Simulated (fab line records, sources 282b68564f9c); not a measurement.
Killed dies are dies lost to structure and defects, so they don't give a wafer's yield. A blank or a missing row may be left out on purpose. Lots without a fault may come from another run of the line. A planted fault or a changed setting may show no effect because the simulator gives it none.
A struck lot beside a sound one | flow rit_cmos | 15 steps out of a route of 202
Sound: wafers L904.1, L904.2, L904.6. Struck: wafers L913.1, L913.2, L913.6. The cause comes at the end.
At each step with rows: each side's tool, then ch and its chambers, then its first start. Under that, the readings that differ: sound wafers | struck wafers | difference of the means | sigmas: that difference in standard deviations of wafers without a fault.
alike: readings whose means differ by less than 2 such deviations, and words and numbers that are the same on both sides. not compared: withheld readings, readings that some wafer has no value for, bounds like >300 that may hide the same value, and numbers for which the record gives no deviation and whose values overlap.
The two part at a step that has a row with sigmas, a row that says differs or no value, or rows on one side only. Numbers that don't overlap but have no deviation are shown without sigmas and don't part them. A reading that every wafer of one side lacks parts them only if that side has two wafers or more.

RIT_NWELL_OVL_MEAS_06:
  sound on overlay-01, day 1 20:31; struck on overlay-01, day 3 17:19
  reading        | sound         | struck      | difference | sigmas
  NWELL_OVL (nm) | -0.1 -0.6 0.2 | 1.5 2.2 3.7 | +2.6       | +2
then, 2 steps without rows for these wafers: RIT_NWELL_HARDBAKE_07 (time 120 s); RIT_NWELL_IMPLANT_08.
RIT_NWELL_STRIP_09: strips in O2, time 180 s.
  sound on plasma_asher-01 ch 0,1, day 1 21:04; struck on plasma_asher-04 ch 0,1, day 3 17:46
  alike: drypump_motor_current_A
  not compared: rf_hours_counter_h
RIT_NWELL_TW_MEAS_10:
  sound on film_metro-04, day 1 21:14; struck on film_metro-04, day 3 17:56
  alike: NWELL_TW
then, 6 steps without rows for these wafers: RIT_PWELL_HMDS_00 (prime time 60 s); RIT_PWELL_COAT_01 (resist thk 1300 nm); RIT_PWELL_SOFTBAKE_02 (time 60 s); RIT_PWELL_EXPOSE_03 (exposes mask M3, target cd 43700 nm); RIT_PWELL_PEB_04; RIT_PWELL_DEVELOP_05 (develop time 68 s).
RIT_PWELL_OVL_MEAS_06:
  sound on overlay-01, day 1 22:22; struck on overlay-02, day 3 19:00
  alike: PWELL_OVL
RIT_PWELL_HARDBAKE_07: time 120 s.
  sound on litho_track-04 ch 0, day 1 22:24; struck on litho_track-02 ch 0, day 3 19:02
  reading                  | sound                | struck               | difference | sigmas
  heater_power_total_W (W) | 52.10 52.03 52.06    | 53.24 53.27 53.14    | +1.15      | +19
  plate_temp_C (C)         | 140.30 139.94 140.15 | 142.43 142.41 142.25 | +2.23      | +14
then, 1 step without rows for these wafers: RIT_PWELL_IMPLANT_08.
RIT_M1_PROBE_99:
  sound on prober-01, day 3 10:49; struck on prober-02, day 5 05:43
  alike: killed_at_contacts, killed_at_front_end, killed_dies, killed_open, killed_short

WHERE THEY PART
First at RIT_NWELL_OVL_MEAS_06; last, within this record, at RIT_PWELL_HARDBAKE_07. Later steps at which nothing parts them and some readings are alike: RIT_M1_PROBE_99.

WHY: what the simulator had put in
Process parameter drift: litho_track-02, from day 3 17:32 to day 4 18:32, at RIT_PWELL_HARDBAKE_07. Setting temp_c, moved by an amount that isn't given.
